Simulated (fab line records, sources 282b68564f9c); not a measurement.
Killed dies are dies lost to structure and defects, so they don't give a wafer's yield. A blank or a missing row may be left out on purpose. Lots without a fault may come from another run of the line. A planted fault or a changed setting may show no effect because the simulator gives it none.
Which tool did it? | flow rit_cmos | 14 lots, 42 wafers sampled, at 2 steps of a route of 202

WHAT THE GAUGES READ, wafer by wafer
RIT_GATE_THK_MEAS_07.
lot  | measured    | on            | GATE_OXIDE_THK (nm)
L280 | day 2 17:01 | film_metro-03 | 2.93 2.93 2.96
L282 | day 3 02:10 | film_metro-04 | 3.01 3.01 2.97
L283 | day 3 06:21 | film_metro-02 | 3.08 3.06 3.11
L284 | day 3 11:41 | film_metro-04 | 3.02 3.03 3.03
L285 | day 3 16:22 | film_metro-03 | 2.97 2.92 2.87
L288 | day 4 07:47 | film_metro-03 | 3.02 3.01 2.94
L289 | day 4 11:48 | film_metro-03 | 2.82 2.86 2.87
L290 | day 4 18:43 | film_metro-02 | 3.12 3.06 3.04
L291 | day 4 22:04 | film_metro-02 | 3.08 3.01 3.09
L292 | day 5 04:34 | film_metro-04 | 3.42 3.46 3.42
L298 | day 6 14:46 | film_metro-03 | 3.36 3.32 3.42
L299 | day 6 18:43 | film_metro-03 | 3.04 3.02 3.03
L300 | day 7 01:35 | film_metro-03 | 3.06 2.97 2.90
L302 | day 7 11:55 | film_metro-02 | 3.04 2.99 2.98

WHICH TOOL RAN EACH LOT (tool, then ch and the chambers of the sampled wafers, then the start)
lot  | RIT_GATE_OXIDATION_05
L280 | furnace-02 ch 0, day 2 15:41
L282 | furnace-03 ch 0, day 3 00:50
L283 | furnace-03 ch 0, day 3 05:01
L284 | furnace-03 ch 0, day 3 10:20
L285 | furnace-01 ch 0, day 3 15:03
L288 | furnace-01 ch 0, day 4 05:18
L289 | furnace-02 ch 0, day 4 10:05
L290 | furnace-03 ch 0, day 4 17:23
L291 | furnace-03 ch 0, day 4 20:41
L292 | furnace-03 ch 0, day 5 02:50
L298 | furnace-03 ch 0, day 6 13:26
L299 | furnace-02 ch 0, day 6 17:23
L300 | furnace-02 ch 0, day 6 21:34
L302 | furnace-02 ch 0, day 7 10:29
- RIT_GATE_OXIDATION_05: target thk 3 nm, ox time 270 s.

WHAT THE TOOLS THEMSELVES READ (means of the sampled wafers that have a number; where no wafer has one, the mark that the record gives instead)
The record holds no such reading with a usual standard deviation.

THE ANSWER, worked out from the rows above alone
Rule: what is usual is taken from the lots themselves. Put in order of their means at a reading, lots are off if they are a third of the lots or fewer, leave a main group of 4 or more, and stand apart from it by a gap of 3 or more times the standard deviation of the main group's means; of several such gaps the widest counts. A main group whose means are all the same, to the digits that the tables above print for the reading, isn't used. A lot without any number at a reading at which 4 lots or more have one is off too. The other lots that the step has rows for count as sound. The gauges are gone through in route order, then the tools' own readings, and for those a lot's mean is taken as printed above. The first step at which some lot is off is used, and at that step the reading that is off furthest; a lot without a number counts as furthest.
Off: L292, L298, at RIT_GATE_THK_MEAS_07 (GATE_OXIDE_THK). The main group: mean 3.00 nm, standard deviation 0.065.
A tool fits if, at a process step before that reading, it ran every lot that is off, and no sound lot after the first of them. The gauges at RIT_GATE_THK_MEAS_07 are tried like those tools. One fits: furnace-03 at RIT_GATE_OXIDATION_05. Its last sound lot is L291 (day 4 20:41), its first lot that is off L292 (day 5 02:50): a fault that began between those two fits.

WHAT THE SIMULATOR HAD PUT IN
Process parameter drift: furnace-03, from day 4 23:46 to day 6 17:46, at RIT_GATE_OXIDATION_05. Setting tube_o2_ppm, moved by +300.
Lots struck among those shown: L292, L298. The rule above found the same.
